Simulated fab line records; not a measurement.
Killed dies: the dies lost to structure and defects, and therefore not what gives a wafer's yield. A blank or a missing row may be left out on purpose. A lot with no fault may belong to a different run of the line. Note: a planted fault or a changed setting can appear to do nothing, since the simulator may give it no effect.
fab line records || flow berkeley-cmos170
record: {"lots": 14, "wafers": 42, "last-day": 14}
route steps=331 shown GATE@134
lots that met no fault: taken from a fault-free run of the same line
start-h: the number of hours between the record's first day and the start of the first shown wafer of the lot || wait-h: time in hours since the lot's previous step || " as in the row above || L1.1+2: a single row standing in for several wafers || - value missing, or start not given || * or withheld: withheld || < > ~ a bound
route shown NAME@n: names a module that has steps shown in the file, with the first one's number in the route || usual: the fault-free wafers' mean and standard deviation || same: alike in all rows || chamber/n: place in a boat || sites: readings site by site || _std_site: standard deviation across them || _edge_site: inner sites' mean taken away from outer sites' mean || radius-mm: how far each site lies from the wafer's centre || mask NAME#n: copy n || behind: the tool/chamber that last shaped the wafer || hold: reason for holding the lot/hours on hold/outcome of the hold || device: which transistor (n, p or np) failed to switch || end of line: the route-end tests of the same wafers || a step without rows: its recipe alone || killed: the dies lost at the first sort to structure and to defects; this is not the yield of the wafer || map: shows each die of a wafer: x if killed, . if not, _ if none is there
set.NAME: the setting the step ran with; set.NAME@STEP: the setting that earlier step ran with || model.NAME: the simulator's own value behind a step, which no gauge read
steps of the route over a sample of lots; a table a step, a row a wafer
== steps ==
step: UCB170_GATE_SOFTBAKE_08
recipe: {"resist": "KrF", "temp-c": 130, "time-s": 60}
usual: {"heater-power-total-W": "56.80/0.049", "run-length-s": "89.1/0.31"}
{"lot.wafer": "L421.4", "tool": "litho-track-04", "chamber": 0, "start-h": 145, "wait-h": "-", "heater-power-total-W": 56.78, "run-length-s": 89.2}
{"lot.wafer": "L421.5", "tool": "litho-track-04", "chamber": 0, "start-h": 145, "wait-h": "-", "heater-power-total-W": 56.87, "run-length-s": 89.0}
{"lot.wafer": "L421.6", "tool": "litho-track-04", "chamber": 0, "start-h": 145, "wait-h": "-", "heater-power-total-W": 56.80, "run-length-s": 89.1}
{"lot.wafer": "L422.1", "tool": "litho-track-03", "chamber": 0, "start-h": 154, "wait-h": "-", "heater-power-total-W": 56.83, "run-length-s": 88.7}
{"lot.wafer": "L422.4", "tool": "litho-track-03", "chamber": 0, "start-h": 154, "wait-h": "-", "heater-power-total-W": 56.79, "run-length-s": 88.6}
{"lot.wafer": "L422.6", "tool": "litho-track-03", "chamber": 0, "start-h": 154, "wait-h": "-", "heater-power-total-W": 56.83, "run-length-s": 88.7}
{"lot.wafer": "L423.2", "tool": "litho-track-01", "chamber": 0, "start-h": 155, "wait-h": "-", "heater-power-total-W": 56.81, "run-length-s": 89.5}
{"lot.wafer": "L423.3", "tool": "litho-track-01", "chamber": 0, "start-h": 155, "wait-h": "-", "heater-power-total-W": 56.75, "run-length-s": 89.6}
{"lot.wafer": "L423.4", "tool": "litho-track-01", "chamber": 0, "start-h": 155, "wait-h": "-", "heater-power-total-W": 56.73, "run-length-s": 89.3}
{"lot.wafer": "L425.1", "tool": "litho-track-03", "chamber": 0, "start-h": 169, "wait-h": "-", "heater-power-total-W": 56.80, "run-length-s": 88.7}
{"lot.wafer": "L425.4", "tool": "litho-track-03", "chamber": 0, "start-h": 169, "wait-h": "-", "heater-power-total-W": 56.76, "run-length-s": 88.7}
{"lot.wafer": "L425.6", "tool": "litho-track-03", "chamber": 0, "start-h": 169, "wait-h": "-", "heater-power-total-W": 56.81, "run-length-s": 88.9}
{"lot.wafer": "L424.2", "tool": "litho-track-01", "chamber": 0, "start-h": 169, "wait-h": "-", "heater-power-total-W": 56.81, "run-length-s": 89.3}
{"lot.wafer": "L424.4", "tool": "litho-track-01", "chamber": 0, "start-h": 169, "wait-h": "-", "heater-power-total-W": 56.84, "run-length-s": 89.4}
{"lot.wafer": "L424.5", "tool": "litho-track-01", "chamber": 0, "start-h": 169, "wait-h": "-", "heater-power-total-W": 56.84, "run-length-s": 89.3}
{"lot.wafer": "L428.1", "tool": "litho-track-03", "chamber": 0, "start-h": 184, "wait-h": "-", "heater-power-total-W": 56.82, "run-length-s": 89.0}
{"lot.wafer": "L428.2", "tool": "litho-track-03", "chamber": 0, "start-h": 184, "wait-h": "-", "heater-power-total-W": 56.77, "run-length-s": 88.6}
{"lot.wafer": "L428.4", "tool": "litho-track-03", "chamber": 0, "start-h": 184, "wait-h": "-", "heater-power-total-W": 56.86, "run-length-s": 88.6}
{"lot.wafer": "L427.2", "tool": "litho-track-04", "chamber": 0, "start-h": 184, "wait-h": "-", "heater-power-total-W": 56.82, "run-length-s": 89.1}
{"lot.wafer": "L427.5", "tool": "litho-track-04", "chamber": 0, "start-h": 184, "wait-h": "-", "heater-power-total-W": 56.79, "run-length-s": 89.1}
{"lot.wafer": "L427.6", "tool": "litho-track-04", "chamber": 0, "start-h": 184, "wait-h": "-", "heater-power-total-W": 56.88, "run-length-s": 89.1}
{"lot.wafer": "L426.2", "tool": "litho-track-01", "chamber": 0, "start-h": 184, "wait-h": "-", "heater-power-total-W": 56.81, "run-length-s": 89.3}
{"lot.wafer": "L426.5", "tool": "litho-track-01", "chamber": 0, "start-h": 185, "wait-h": "-", "heater-power-total-W": 56.80, "run-length-s": 89.5}
{"lot.wafer": "L426.6", "tool": "litho-track-01", "chamber": 0, "start-h": 185, "wait-h": "-", "heater-power-total-W": 56.84, "run-length-s": 89.4}
{"lot.wafer": "L430.1", "tool": "litho-track-04", "chamber": 0, "start-h": 204, "wait-h": "-", "heater-power-total-W": 56.82, "run-length-s": 89.2}
{"lot.wafer": "L430.4", "tool": "litho-track-04", "chamber": 0, "start-h": 204, "wait-h": "-", "heater-power-total-W": 56.83, "run-length-s": 89.1}
{"lot.wafer": "L430.6", "tool": "litho-track-04", "chamber": 0, "start-h": 204, "wait-h": "-", "heater-power-total-W": 56.70, "run-length-s": 89.2}
{"lot.wafer": "L431.1", "tool": "litho-track-01", "chamber": 0, "start-h": 204, "wait-h": "-", "heater-power-total-W": 56.75, "run-length-s": 89.4}
{"lot.wafer": "L431.4", "tool": "litho-track-01", "chamber": 0, "start-h": 204, "wait-h": "-", "heater-power-total-W": 56.69, "run-length-s": 89.5}
{"lot.wafer": "L431.6", "tool": "litho-track-01", "chamber": 0, "start-h": 204, "wait-h": "-", "heater-power-total-W": 56.70, "run-length-s": 89.3}
{"lot.wafer": "L432.2", "tool": "litho-track-03", "chamber": 0, "start-h": 224, "wait-h": "-", "heater-power-total-W": 56.76, "run-length-s": 88.8}
{"lot.wafer": "L432.5", "tool": "litho-track-03", "chamber": 0, "start-h": 224, "wait-h": "-", "heater-power-total-W": 56.82, "run-length-s": 88.7}
{"lot.wafer": "L432.6", "tool": "litho-track-03", "chamber": 0, "start-h": 224, "wait-h": "-", "heater-power-total-W": 56.77, "run-length-s": 88.7}
{"lot.wafer": "L436.2", "tool": "litho-track-03", "chamber": 0, "start-h": 251, "wait-h": "-", "heater-power-total-W": 56.82, "run-length-s": 88.8}
{"lot.wafer": "L436.3", "tool": "litho-track-03", "chamber": 0, "start-h": 251, "wait-h": "-", "heater-power-total-W": 56.76, "run-length-s": 88.6}
{"lot.wafer": "L436.4", "tool": "litho-track-03", "chamber": 0, "start-h": 251, "wait-h": "-", "heater-power-total-W": 56.83, "run-length-s": 88.8}
{"lot.wafer": "L441.1", "tool": "litho-track-01", "chamber": 0, "start-h": 258, "wait-h": "-", "heater-power-total-W": 70.53, "run-length-s": 56.5}
{"lot.wafer": "L441.2", "tool": "litho-track-01", "chamber": 0, "start-h": 258, "wait-h": "-", "heater-power-total-W": 70.51, "run-length-s": 56.7}
{"lot.wafer": "L441.5", "tool": "litho-track-01", "chamber": 0, "start-h": 259, "wait-h": "-", "heater-power-total-W": 70.60, "run-length-s": 56.5}
{"lot.wafer": "L442.1", "tool": "litho-track-01", "chamber": 0, "start-h": 277, "wait-h": "-", "heater-power-total-W": 70.59, "run-length-s": 56.8}
{"lot.wafer": "L442.4", "tool": "litho-track-01", "chamber": 0, "start-h": 278, "wait-h": "-", "heater-power-total-W": 70.60, "run-length-s": 56.7}
{"lot.wafer": "L442.6", "tool": "litho-track-01", "chamber": 0, "start-h": 278, "wait-h": "-", "heater-power-total-W": 70.50, "run-length-s": 56.7}
step: UCB170_GATE_CD_MEAS_12
recipe: {"target-cd-nm": 350}
usual: {"cd-nm": "349.7/1.4"}
{"lot.wafer": "L421.4", "tool": "cd-sem-02", "chamber": "-", "start-h": 146.92, "wait-h": "-", "cd-nm": 350.4}
{"lot.wafer": "L421.5", "tool": "cd-sem-02", "chamber": "-", "start-h": 146.92, "wait-h": "-", "cd-nm": 349.8}
{"lot.wafer": "L421.6", "tool": "cd-sem-02", "chamber": "-", "start-h": 146.92, "wait-h": "-", "cd-nm": 349.6}
{"lot.wafer": "L422.1", "tool": "cd-sem-02", "chamber": "-", "start-h": 155.35, "wait-h": "-", "cd-nm": 349.9}
{"lot.wafer": "L422.4", "tool": "cd-sem-02", "chamber": "-", "start-h": 155.35, "wait-h": "-", "cd-nm": 351.0}
{"lot.wafer": "L422.6", "tool": "cd-sem-02", "chamber": "-", "start-h": 155.35, "wait-h": "-", "cd-nm": 350.4}
{"lot.wafer": "L423.2", "tool": "cd-sem-01", "chamber": "-", "start-h": 155.69, "wait-h": "-", "cd-nm": 348.8}
{"lot.wafer": "L423.3", "tool": "cd-sem-01", "chamber": "-", "start-h": 155.69, "wait-h": "-", "cd-nm": 350.9}
{"lot.wafer": "L423.4", "tool": "cd-sem-01", "chamber": "-", "start-h": 155.69, "wait-h": "-", "cd-nm": 349.2}
{"lot.wafer": "L425.1", "tool": "cd-sem-02", "chamber": "-", "start-h": 169.59, "wait-h": "-", "cd-nm": 347.5}
{"lot.wafer": "L425.4", "tool": "cd-sem-02", "chamber": "-", "start-h": 169.59, "wait-h": "-", "cd-nm": 348.0}
{"lot.wafer": "L425.6", "tool": "cd-sem-02", "chamber": "-", "start-h": 169.59, "wait-h": "-", "cd-nm": 347.8}
{"lot.wafer": "L424.2", "tool": "cd-sem-01", "chamber": "-", "start-h": 170.34, "wait-h": "-", "cd-nm": 348.2}
{"lot.wafer": "L424.4", "tool": "cd-sem-01", "chamber": "-", "start-h": 170.34, "wait-h": "-", "cd-nm": 348.5}
{"lot.wafer": "L424.5", "tool": "cd-sem-01", "chamber": "-", "start-h": 170.34, "wait-h": "-", "cd-nm": 348.9}
{"lot.wafer": "L428.1", "tool": "cd-sem-01", "chamber": "-", "start-h": 185.61, "wait-h": "-", "cd-nm": 349.8}
{"lot.wafer": "L428.2", "tool": "cd-sem-01", "chamber": "-", "start-h": 185.61, "wait-h": "-", "cd-nm": 349.6}
{"lot.wafer": "L428.4", "tool": "cd-sem-01", "chamber": "-", "start-h": 185.61, "wait-h": "-", "cd-nm": 350.1}
{"lot.wafer": "L427.2", "tool": "cd-sem-01", "chamber": "-", "start-h": 185.87, "wait-h": "-", "cd-nm": 348.6}
{"lot.wafer": "L427.5", "tool": "cd-sem-01", "chamber": "-", "start-h": 185.87, "wait-h": "-", "cd-nm": 350.0}
{"lot.wafer": "L427.6", "tool": "cd-sem-01", "chamber": "-", "start-h": 185.87, "wait-h": "-", "cd-nm": 348.3}
{"lot.wafer": "L426.2", "tool": "cd-sem-02", "chamber": "-", "start-h": 186.17, "wait-h": "-", "cd-nm": 351.2}
{"lot.wafer": "L426.5", "tool": "cd-sem-02", "chamber": "-", "start-h": 186.17, "wait-h": "-", "cd-nm": 351.7}
{"lot.wafer": "L426.6", "tool": "cd-sem-02", "chamber": "-", "start-h": 186.17, "wait-h": "-", "cd-nm": 350.1}
{"lot.wafer": "L430.1", "tool": "cd-sem-01", "chamber": "-", "start-h": 204.99, "wait-h": "-", "cd-nm": 348.2}
{"lot.wafer": "L430.4", "tool": "cd-sem-01", "chamber": "-", "start-h": 204.99, "wait-h": "-", "cd-nm": 346.3}
{"lot.wafer": "L430.6", "tool": "cd-sem-01", "chamber": "-", "start-h": 204.99, "wait-h": "-", "cd-nm": 347.0}
{"lot.wafer": "L431.1", "tool": "cd-sem-02", "chamber": "-", "start-h": 205.23, "wait-h": "-", "cd-nm": 348.4}
{"lot.wafer": "L431.4", "tool": "cd-sem-02", "chamber": "-", "start-h": 205.23, "wait-h": "-", "cd-nm": 349.9}
{"lot.wafer": "L431.6", "tool": "cd-sem-02", "chamber": "-", "start-h": 205.23, "wait-h": "-", "cd-nm": 350.4}
{"lot.wafer": "L432.2", "tool": "cd-sem-02", "chamber": "-", "start-h": 225.67, "wait-h": "-", "cd-nm": 351.0}
{"lot.wafer": "L432.5", "tool": "cd-sem-02", "chamber": "-", "start-h": 225.67, "wait-h": "-", "cd-nm": 351.1}
{"lot.wafer": "L432.6", "tool": "cd-sem-02", "chamber": "-", "start-h": 225.67, "wait-h": "-", "cd-nm": 350.4}
{"lot.wafer": "L436.2", "tool": "cd-sem-01", "chamber": "-", "start-h": 252.68, "wait-h": "-", "cd-nm": 351.5}
{"lot.wafer": "L436.3", "tool": "cd-sem-01", "chamber": "-", "start-h": 252.68, "wait-h": "-", "cd-nm": 351.7}
{"lot.wafer": "L436.4", "tool": "cd-sem-01", "chamber": "-", "start-h": 252.68, "wait-h": "-", "cd-nm": 352.4}
{"lot.wafer": "L441.1", "tool": "cd-sem-01", "chamber": "-", "start-h": 259.68, "wait-h": "-", "cd-nm": 361.5}
{"lot.wafer": "L441.2", "tool": "cd-sem-01", "chamber": "-", "start-h": 259.68, "wait-h": "-", "cd-nm": 361.4}
{"lot.wafer": "L441.5", "tool": "cd-sem-01", "chamber": "-", "start-h": 259.68, "wait-h": "-", "cd-nm": 362.6}
{"lot.wafer": "L442.1", "tool": "cd-sem-02", "chamber": "-", "start-h": 278.65, "wait-h": "-", "cd-nm": 361.0}
{"lot.wafer": "L442.4", "tool": "cd-sem-02", "chamber": "-", "start-h": 278.65, "wait-h": "-", "cd-nm": 360.2}
{"lot.wafer": "L442.6", "tool": "cd-sem-02", "chamber": "-", "start-h": 278.65, "wait-h": "-", "cd-nm": 361.1}
== key ==
first-sign: {"step": "UCB170_GATE_SOFTBAKE_08", "reading": "heater-power-total-W", "direction": "up", "sigmas": "99+", "usual": 56.80, "struck": 70.55}
effect: {"step": "UCB170_GATE_SOFTBAKE_08", "reading": "run-length-s", "direction": "down", "sigmas": "99+", "usual": "*", "struck": "*"}
effect: {"step": "UCB170_GATE_CD_MEAS_12", "reading": "cd-nm", "direction": "up", "sigmas": 8.6, "usual": 349.7, "struck": 361.3}
met-at UCB170_GATE_SOFTBAKE_08
struck-lots L441,L442
tester-left-out L441,L442
onset-between 204 258
fault: {"kind": "process-parameter-drift", "tool": "litho-track-01", "chamber": "-", "onset-h": 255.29, "steps": "UCB170_GATE_SOFTBAKE_08", "channel": "time-s", "offset": "*", "shape": "step", "end-h": 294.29, "acts-in": "*", "stated": "*"}
tester-left-out: of these lots the tester's yield and bins aren't shown, on N5 and GAA mostly nor the transistor test; their killed dies are dies lost to structure and defects alone, not to doping, threshold or leakage, so they don't give the yield
